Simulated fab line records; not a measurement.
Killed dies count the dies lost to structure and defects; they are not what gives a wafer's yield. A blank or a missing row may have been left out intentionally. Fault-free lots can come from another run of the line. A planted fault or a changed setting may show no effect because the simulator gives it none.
fab line records | flow rit-cmos
record: lots: 6 | wafers: 18 | last-day: 7
route steps=202 shown NSD@138 PSD@142 SDANNEAL@153 M1@202
lots that met no fault: from a run of the same line without faults
start-h: the number of hours between the record's first day and the start of the first shown wafer of the lot | wait-h: hours since the lot's step before | " repeats the value in the row above | L1.1+2: a row that stands for several wafers | - either no value or no given start | * or withheld: withheld | < > ~ a bound
route shown NAME@n: names a module that has steps shown in the file, with the first one's number in the route | usual: the fault-free wafers' mean and standard deviation | same: alike in all rows | chamber/n: place in a boat | sites: the reading at each site | _std_site: standard deviation of those values | _edge_site: mean of outer sites minus mean of inner sites | radius-mm: for every site, how far away it sits from the centre of the wafer | mask NAME#n: copy n | behind: the most recent tool/chamber to have shaped the wafer | hold: why the lot was held/for how many hours/how that ended | device: whichever transistor did not switch (one of n, p or np) | end of line: at the end of the route, the tests of the same wafers | for a step that has no rows: nothing shown but its recipe | killed: dies that structure and defects cost at the first sort, which is not the same as the wafer's yield | map: the dies of a wafer, with x for killed, . for not killed, _ for no die there
set.NAME: setting as actually run; set.NAME@STEP: the setting as run at that earlier step | model.NAME: the simulator's own value behind a step, which no gauge read
a table for each step, a row for each wafer; lots at some steps of the route
services: a tool's chamber out of use, with start hour (start-h, from the record's first day; less than 0 if before it), hours out, and reason
== steps ==
step: RIT_NSD_HARDBAKE_07
recipe: resist: NOVOLAK | temp-c: 140 | time-s: 60
step: RIT_NSD_IMPLANT_08
recipe: species: P | energy-kev: 25.33 | dose-cm2: 1e+15 | tilt-deg: 7
step: RIT_NSD_STRIP_09
recipe: chemistry: O2 | time-s: 180 | resist: NOVOLAK | platen-temp-c: withheld | power-w: 500 | pressure-mtorr: 4000 | o2-flow-sccm: 4000
usual: drypump-motor-current-A: 5.3/0.42 | rf-refl-power-W: 5.9/1.9
lot.wafer | tool            | chamber | start-h | wait-h | drypump-motor-current-A | rf-hours-counter-h | rf-refl-power-W
L571.1    | plasma-asher-03 | 1       | 57.70   | 0.1    | 5.7                     | 25                 | 8.2
L571.3    | "               | 1       | "       | "      | 5.7                     | -                  | 8.0
L571.4    | "               | 0       | "       | "      | 5.9                     | -                  | 4.3
L573.4    | plasma-asher-03 | 0       | 63.03   | 0.1    | 5.9                     | -                  | 4.4
L573.5    | "               | 0       | "       | "      | 5.9                     | -                  | 4.6
L573.6    | "               | 1       | "       | "      | 5.7                     | -                  | 8.1
L578.1    | plasma-asher-01 | 0       | 85.04   | 0.1    | 5.0                     | 43                 | 4.4
L578.2    | "               | 1       | "       | "      | 4.8                     | 43                 | 8.3
L578.4    | "               | 1       | "       | "      | 4.9                     | -                  | 8.4
L579.3    | plasma-asher-03 | 1       | 93.67   | 0.1    | 5.7                     | -                  | 7.8
L579.4    | "               | 0       | "       | "      | 5.9                     | -                  | 4.5
L579.5    | "               | 0       | "       | "      | 5.9                     | -                  | 4.3
L580.2    | plasma-asher-04 | 1       | 105.07  | 0.1    | 5.3                     | 45                 | 3.4
L580.5    | "               | 0       | "       | "      | 5.9                     | -                  | 6.6
L580.6    | "               | 1       | "       | "      | 5.3                     | -                  | 3.6
L592.1    | plasma-asher-04 | 0       | 160.74  | 0.1    | 5.9                     | 5                  | 7.1
L592.2    | "               | 1       | "       | "      | 5.3                     | 5                  | 3.6
L592.5    | "               | 0       | "       | "      | 5.9                     | -                  | 6.8
step: RIT_NSD_TW_MEAS_10
usual: NSD_TW: 3144/22
lot.wafer | tool          | chamber | start-h | wait-h | NSD_TW
L571.1    | film-metro-04 | -       | 57.88   | 0.1    | 3099
L571.3    | "             | -       | "       | "      | 3126
L571.4    | "             | -       | "       | "      | 3102
L573.4    | film-metro-04 | -       | 63.18   | 0.1    | 3121
L573.5    | "             | -       | "       | "      | 3089
L573.6    | "             | -       | "       | "      | 3122
L578.1    | film-metro-03 | -       | 85.21   | 0.1    | 3156
L578.2    | "             | -       | "       | "      | 3145
L578.4    | "             | -       | "       | "      | 3138
L579.3    | film-metro-03 | -       | 93.81   | 0.1    | 3141
L579.4    | "             | -       | "       | "      | 3137
L579.5    | "             | -       | "       | "      | 3162
L580.2    | film-metro-03 | -       | 105.25  | 0.1    | 3137
L580.5    | "             | -       | "       | "      | 3135
L580.6    | "             | -       | "       | "      | 3149
L592.1    | film-metro-03 | -       | 160.92  | 0.1    | 3161
L592.2    | "             | -       | "       | "      | 3172
L592.5    | "             | -       | "       | "      | 3169
step: RIT_PSD_HMDS_00
recipe: prime-time-s: 60 | prime-temp-c: 140
step: RIT_PSD_COAT_01
recipe: resist: NOVOLAK | spin-rpm: 3250 | resist-thk-nm: 1000
step: RIT_PSD_SOFTBAKE_02
recipe: resist: NOVOLAK | temp-c: 90 | time-s: 60
step: RIT_PSD_EXPOSE_03
recipe: mask-id: M10 | na: 0.57 | target-cd-nm: 40900 | dose-mj: 250
step: RIT_PSD_PEB_04
recipe: resist: NOVOLAK | temp-c: withheld | time-s: withheld
step: RIT_PSD_DEVELOP_05
recipe: resist: NOVOLAK | develop-time-s: 50 | dev-temp-c: 23
step: RIT_PSD_OVL_MEAS_06
usual: PSD_OVL: 0.6/1.2
lot.wafer | tool       | chamber | start-h | wait-h | PSD_OVL[nm]
L571.1    | overlay-01 | -       | 58.91   | -      | -2.2
L571.3    | "          | -       | "       | "      | -1.3
L571.4    | "          | -       | "       | "      | 0.2
L573.4    | overlay-01 | -       | 64.38   | -      | 1.9
L573.5    | "          | -       | "       | "      | 2.3
L573.6    | "          | -       | "       | "      | 2.7
L578.1    | overlay-02 | -       | 86.25   | -      | 1.6
L578.2    | "          | -       | "       | "      | 1.6
L578.4    | "          | -       | "       | "      | 1.3
L579.3    | overlay-01 | -       | 94.71   | -      | 1.7
L579.4    | "          | -       | "       | "      | -1.0
L579.5    | "          | -       | "       | "      | 0.9
L580.2    | overlay-01 | -       | 106.16  | -      | -0.7
L580.5    | "          | -       | "       | "      | 1.6
L580.6    | "          | -       | "       | "      | 2.5
L592.1    | overlay-01 | -       | 161.95  | -      | 1.7
L592.2    | "          | -       | "       | "      | 1.2
L592.5    | "          | -       | "       | "      | 2.9
step: RIT_PSD_HARDBAKE_07
recipe: resist: NOVOLAK | temp-c: 140 | time-s: 60
step: RIT_PSD_IMPLANT_08
recipe: species: BF2 | energy-kev: 27 | dose-cm2: 5e+15 | tilt-deg: 7
lot.wafer  | tool         | chamber | start-h | wait-h
L571.1+3+4 | implanter-02 | 0       | 59.10   | 0.1
L573.4+5+6 | implanter-03 | 0       | 64.64   | 0.1
L578.1+2+4 | implanter-02 | 0       | 86.44   | 0.1
L579.3+4+5 | implanter-01 | 0       | 94.93   | 0.1
L580.2+5+6 | implanter-02 | 0       | 106.36  | 0.1
L592.1+2+5 | implanter-01 | 0       | 162.14  | 0.1
step: RIT_PSD_STRIP_09
recipe: chemistry: O2 | time-s: 180 | resist: NOVOLAK | platen-temp-c: withheld | power-w: 500 | pressure-mtorr: 4000 | o2-flow-sccm: 4000
usual: drypump-motor-current-A: 5.4/0.34 | rf-refl-power-W: 5.8/1.8
lot.wafer | tool            | chamber | start-h | wait-h | drypump-motor-current-A | rf-hours-counter-h | rf-refl-power-W
L571.1    | plasma-asher-02 | 1       | 59.25   | 0.1    | 5.4                     | 44                 | 4.8
L571.3    | "               | 0       | "       | "      | 5.3                     | -                  | 7.5
L571.4    | "               | 1       | "       | "      | 5.4                     | -                  | 4.8
L573.4    | plasma-asher-02 | 1       | 64.77   | 0.1    | 5.3                     | -                  | 4.9
L573.5    | "               | 0       | "       | "      | 5.4                     | -                  | 7.6
L573.6    | "               | 1       | "       | "      | 5.3                     | -                  | 4.8
L578.1    | plasma-asher-04 | 0       | 86.59   | 0.1    | 6.0                     | 44                 | 6.6
L578.2    | "               | 1       | "       | "      | 5.3                     | 44                 | 3.7
L578.4    | "               | 0       | "       | "      | 6.0                     | -                  | 6.9
L579.3    | plasma-asher-04 | 1       | 95.09   | 0.1    | 5.3                     | -                  | 3.6
L579.4    | "               | 0       | "       | "      | 5.9                     | -                  | 6.9
L579.5    | "               | 1       | "       | "      | 5.3                     | -                  | 3.4
L580.2    | plasma-asher-01 | 1       | 106.49  | 0.1    | 4.8                     | 44                 | 8.3
L580.5    | "               | 0       | "       | "      | 5.0                     | -                  | 4.4
L580.6    | "               | 1       | "       | "      | 4.8                     | -                  | 8.2
L592.1    | plasma-asher-04 | 1       | 162.29  | 0.1    | 5.3                     | 5                  | 3.3
L592.2    | "               | 0       | "       | "      | 5.9                     | 5                  | 6.9
L592.5    | "               | 1       | "       | "      | 5.3                     | -                  | 3.4
step: RIT_PSD_TW_MEAS_10
usual: PSD_TW: 3443/21
lot.wafer | tool          | chamber | start-h | wait-h | PSD_TW
L571.1    | film-metro-03 | -       | 59.43   | 0.1    | 3450
L571.3    | "             | -       | "       | "      | 3457
L571.4    | "             | -       | "       | "      | 3457
L573.4    | film-metro-02 | -       | 64.92   | 0.1    | 3452
L573.5    | "             | -       | "       | "      | 3440
L573.6    | "             | -       | "       | "      | 3453
L578.1    | film-metro-03 | -       | 86.76   | 0.1    | 3402
L578.2    | "             | -       | "       | "      | 3391
L578.4    | "             | -       | "       | "      | 3390
L579.3    | film-metro-04 | -       | 95.23   | 0.1    | 3427
L579.4    | "             | -       | "       | "      | 3443
L579.5    | "             | -       | "       | "      | 3436
L580.2    | film-metro-03 | -       | 106.67  | 0.1    | 3389
L580.5    | "             | -       | "       | "      | 3402
L580.6    | "             | -       | "       | "      | 3390
L592.1    | film-metro-04 | -       | 162.47  | 0.1    | 3414
L592.2    | "             | -       | "       | "      | 3385
L592.5    | "             | -       | "       | "      | 3397
step: RIT_SDANNEAL_CLEAN_00
recipe: chemistry: SC1 | mix: 3:3:50 | time-s: 600 | temp-c: 75
step: RIT_SDANNEAL_CLEAN_01
recipe: chemistry: dHF | dilution: 50:1 | time-s: 30
step: RIT_SDANNEAL_CLEAN_02
recipe: chemistry: SC2 | mix: 3:3:50 | time-s: 600 | temp-c: 75 | dry: n2-spin
step: RIT_SDANNEAL_RTA_03
recipe: temp-c: 1050 | time-s: 5 | idle-temp-c: 600 | ramp-up-c-per-s: 342 | ramp-down-c-per-s: 171 | cool-to-c: 600 | ambient: N2
usual: wafer_temp_C_max: 1053.4/1.2
lot.wafer | tool          | chamber | start-h | wait-h | wafer_temp_C_max
L571.1    | rtp-anneal-02 | 0       | 59.87   | 0.0    | 1051.5
L571.3    | "             | 0       | "       | "      | 1053.4
L571.4    | "             | 0       | "       | "      | 1053.5
L573.4    | rtp-anneal-02 | 0       | 65.34   | 0.0    | 1053.2
L573.5    | "             | 0       | "       | "      | 1051.5
L573.6    | "             | 0       | "       | "      | 1054.2
L578.1    | rtp-anneal-01 | 0       | 87.22   | 0.0    | 1054.6
L578.2    | "             | 0       | "       | "      | 1053.9
L578.4    | "             | 0       | "       | "      | 1053.6
L579.3    | rtp-anneal-02 | 0       | 95.69   | 0.0    | 1054.3
L579.4    | "             | 0       | "       | "      | 1054.1
L579.5    | "             | 0       | "       | "      | 1054.3
L580.2    | rtp-anneal-01 | 0       | 107.10  | 0.0    | 1055.9
L580.5    | "             | 0       | "       | "      | 1053.3
L580.6    | "             | 0       | "       | "      | 1054.2
L592.1    | rtp-anneal-01 | 0       | 163.08  | 0.0    | 1053.1
L592.2    | "             | 0       | "       | "      | 1054.2
L592.5    | "             | 0       | "       | "      | 1053.7
step: RIT_SDANNEAL_RS_MEAS_04
recipe: thk-meas-gauge: four-point-probe
usual: PSD_RS: 116.06/0.29
lot.wafer | tool          | chamber | start-h | wait-h | PSD_RS[ohm/sq]
L571.1    | film-metro-04 | -       | 59.93   | 0.0    | 115.67
L571.3    | "             | -       | "       | "      | 115.64
L571.4    | "             | -       | "       | "      | 115.78
L573.4    | film-metro-03 | -       | 65.43   | 0.1    | 115.63
L573.5    | "             | -       | "       | "      | 115.56
L573.6    | "             | -       | "       | "      | 115.66
L578.1    | film-metro-03 | -       | 87.28   | 0.0    | 117.82
L578.2    | "             | -       | "       | "      | 117.08
L578.4    | "             | -       | "       | "      | 117.68
L579.3    | film-metro-04 | -       | 95.77   | 0.1    | 116.14
L579.4    | "             | -       | "       | "      | 116.07
L579.5    | "             | -       | "       | "      | 116.16
L580.2    | film-metro-02 | -       | 107.17  | 0.1    | 118.24
L580.5    | "             | -       | "       | "      | 117.71
L580.6    | "             | -       | "       | "      | 117.86
L592.1    | film-metro-02 | -       | 163.14  | 0.0    | 115.72
L592.2    | "             | -       | "       | "      | 115.75
L592.5    | "             | -       | "       | "      | 115.71
step: RIT_SDANNEAL_RS_MEAS_05
recipe: thk-meas-gauge: four-point-probe
usual: NSD_RS: 84.43/0.28
lot.wafer | tool          | chamber | start-h | wait-h | NSD_RS[ohm/sq]
L571.1    | film-metro-04 | -       | 60.05   | 0.1    | 84.47
L571.3    | "             | -       | "       | "      | 84.14
L571.4    | "             | -       | "       | "      | 84.14
L573.4    | film-metro-03 | -       | 65.55   | 0.1    | 84.53
L573.5    | "             | -       | "       | "      | 84.46
L573.6    | "             | -       | "       | "      | 84.17
L578.1    | film-metro-03 | -       | 87.40   | 0.1    | 83.48
L578.2    | "             | -       | "       | "      | 83.97
L578.4    | "             | -       | "       | "      | 84.00
L579.3    | film-metro-04 | -       | 95.89   | 0.1    | 84.53
L579.4    | "             | -       | "       | "      | 84.66
L579.5    | "             | -       | "       | "      | 84.51
L580.2    | film-metro-02 | -       | 107.29  | 0.1    | 84.43
L580.5    | "             | -       | "       | "      | 84.42
L580.6    | "             | -       | "       | "      | 84.53
L592.1    | film-metro-02 | -       | 163.26  | 0.1    | 85.07
L592.2    | "             | -       | "       | "      | 84.78
L592.5    | "             | -       | "       | "      | 84.96
step: RIT_M1_PROBE_99
usual: killed-at-contacts: 0.1/0.25 | killed-at-front-end: 7/3.2 | killed-dies: 7/3.2 | killed-open: 3.5/2.2 | killed-short: 3.6/2.1
same: gross-dies: 264 | killed_at_M0_to_M3: 0 | killed_at_M4_up: 0 | killed-at-back-side: 0 | killed-at-other: 0
lot.wafer | tool      | chamber | start-h | wait-h | killed-at-contacts | killed-at-front-end | killed-dies | killed-open | killed-short
L573.4    | prober-02 | -       | 74.46   | 0.2    | 0                  | 5                   | 5           | 0           | 5
L573.5    | prober-02 | -       | 74.51   | 0.2    | 0                  | 19                  | 19          | 10          | 9
L573.6    | prober-02 | -       | 74.56   | 0.2    | 0                  | 12                  | 12          | 5           | 7
L578.1    | prober-01 | -       | 94.87   | 0.1    | 0                  | 8                   | 8           | 2           | 6
L578.2    | prober-01 | -       | 94.92   | 0.1    | 0                  | 5                   | 5           | 3           | 2
L578.4    | prober-01 | -       | 95.02   | 0.2    | 0                  | 7                   | 7           | 3           | 4
L580.2    | prober-01 | -       | 114.58  | 0.1    | 0                  | 10                  | 10          | 5           | 5
L580.5    | prober-01 | -       | 114.73  | 0.2    | 0                  | 5                   | 5           | 2           | 3
L580.6    | prober-01 | -       | 114.78  | 0.2    | 0                  | 6                   | 6           | 5           | 1
L592.1    | prober-01 | -       | 170.42  | 0.1    | 0                  | 8                   | 8           | 3           | 5
L592.2    | prober-01 | -       | 170.47  | 0.1    | 0                  | 2                   | 2           | 0           | 2
L592.5    | prober-01 | -       | 170.62  | 0.2    | 0                  | 3                   | 3           | 2           | 1
killed by level:class
L573.4 SPACER:geometric-particle:short=4 SILICIDE:geometric-particle:short=1
L573.5 FOX1:geometric-particle:open=3 FOX1:geometric-particle:short=2 GATE:geometric-particle:short=2 GATE:geometric-particle:open=2 REOX:geometric-particle:short=2 SILICIDE:geometric-particle:short=2 SILICIDE:geometric-particle:open=2 FOX2:geometric-particle:open=1
L573.6 GATE:geometric-particle:short=4 GATE:geometric-particle:open=3 SPACER:geometric-particle:short=2 FOX1:geometric-particle:short=1 SPACER:geometric-particle:open=1 SILICIDE:geometric-particle:open=1
L578.1 SPACER:geometric-particle:short=4 REOX:geometric-particle:short=1 SPACER:geometric-particle:open=1 SILICIDE:geometric-particle:open=1 SILICIDE:geometric-particle:short=1
L578.2 FOX1:geometric-particle:open=1 FOX2:geometric-particle:short=1 REOX:geometric-particle:open=1 SILICIDE:geometric-particle:short=1 SILICIDE:geometric-particle:open=1
L578.4 SPACER:geometric-particle:short=2 REOX:geometric-particle:short=1 REOX:geometric-particle:open=1 SPACER:geometric-particle:open=1 SILICIDE:geometric-particle:open=1 SILICIDE:geometric-particle:short=1
L580.2 REOX:geometric-particle:short=4 FOX1:geometric-particle:open=2 FOX2:geometric-particle:open=1 GATE:geometric-particle:short=1 REOX:geometric-particle:open=1 SPACER:geometric-particle:open=1
L580.5 FOX1:geometric-particle:open=2 SPACER:geometric-particle:short=2 FOX2:geometric-particle:short=1
L580.6 REOX:geometric-particle:open=2 SPACER:geometric-particle:open=2 FOX1:geometric-particle:short=1 FOX1:geometric-particle:open=1
L592.1 GATE:geometric-particle:short=4 SILICIDE:geometric-particle:open=2 GATE:geometric-particle:open=1 SPACER:geometric-particle:short=1
L592.2 FOX2:geometric-particle:short=1 GATE:geometric-particle:short=1
L592.5 FOX2:geometric-particle:open=1 FOX2:geometric-particle:short=1 REOX:geometric-particle:open=1
== services ==
tool            | chamber | start-h | hours | kind
plasma-asher-04 | -       | 43.51   | 3.7   | repair
implanter-03    | -       | 50.85   | 3.1   | repair
plasma-asher-04 | -       | 51.11   | 3.1   | repair
implanter-03    | -       | 51.98   | 1.2   | repair
implanter-01    | -       | 66.67   | 3.3   | pm
implanter-03    | -       | 67.06   | 5.6   | pm
plasma-asher-03 | -       | 69.14   | 3.4   | repair
plasma-asher-04 | -       | 77.09   | 1.1   | repair
rtp-anneal-02   | -       | 80.50   | 6.7   | pm
implanter-01    | -       | 92.11   | 1.5   | repair
implanter-01    | -       | 98.33   | 10.6  | repair
implanter-03    | -       | 106.03  | 3.0   | repair
plasma-asher-04 | -       | 108.75  | 9.0   | pm
plasma-asher-04 | 0       | 108.75  | 9.0   | vent-cycle
plasma-asher-04 | 1       | 108.75  | 9.0   | vent-cycle
plasma-asher-04 | 0       | 117.75  | -     | clean
plasma-asher-04 | 1       | 117.75  | -     | clean
plasma-asher-03 | -       | 121.61  | 15.6  | pm
implanter-01    | -       | 124.51  | 4.6   | pm
implanter-03    | -       | 128.25  | 2.3   | repair
plasma-asher-04 | -       | 131.12  | 4.3   | pm
plasma-asher-03 | -       | 146.76  | 0.7   | repair
implanter-02    | -       | 155.14  | 5.4   | pm
plasma-asher-01 | -       | 160.90  | 2.8   | pm
== key ==
first-sign: step: RIT_PSD_TW_MEAS_10 | reading: PSD_TW | direction: down | sigmas: 2.4 | usual: 3443 | struck: 3394
effect: step: RIT_SDANNEAL_RS_MEAS_04 | reading: PSD_RS | direction: up | sigmas: 5.8 | usual: 116.06 | struck: 117.73
met-at RIT_PSD_IMPLANT_08
struck-wafers L578.1,L578.2,L578.4,L580.2,L580.5,L580.6
tester-left-out L578,L580
onset-between 59.10 86.44
fault: kind: process-parameter-drift | tool: implanter-02 | chamber: - | onset-h: 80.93 | steps: RIT_PSD_IMPLANT_08 | channel: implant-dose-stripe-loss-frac | offset: 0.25 | shape: step | end-h: 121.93
tester-left-out: of these lots the tester's yield and bins aren't shown, on N5 and GAA mostly nor the transistor test; their killed dies are dies lost to structure and defects alone, not to doping, threshold or leakage, so they don't give the yield
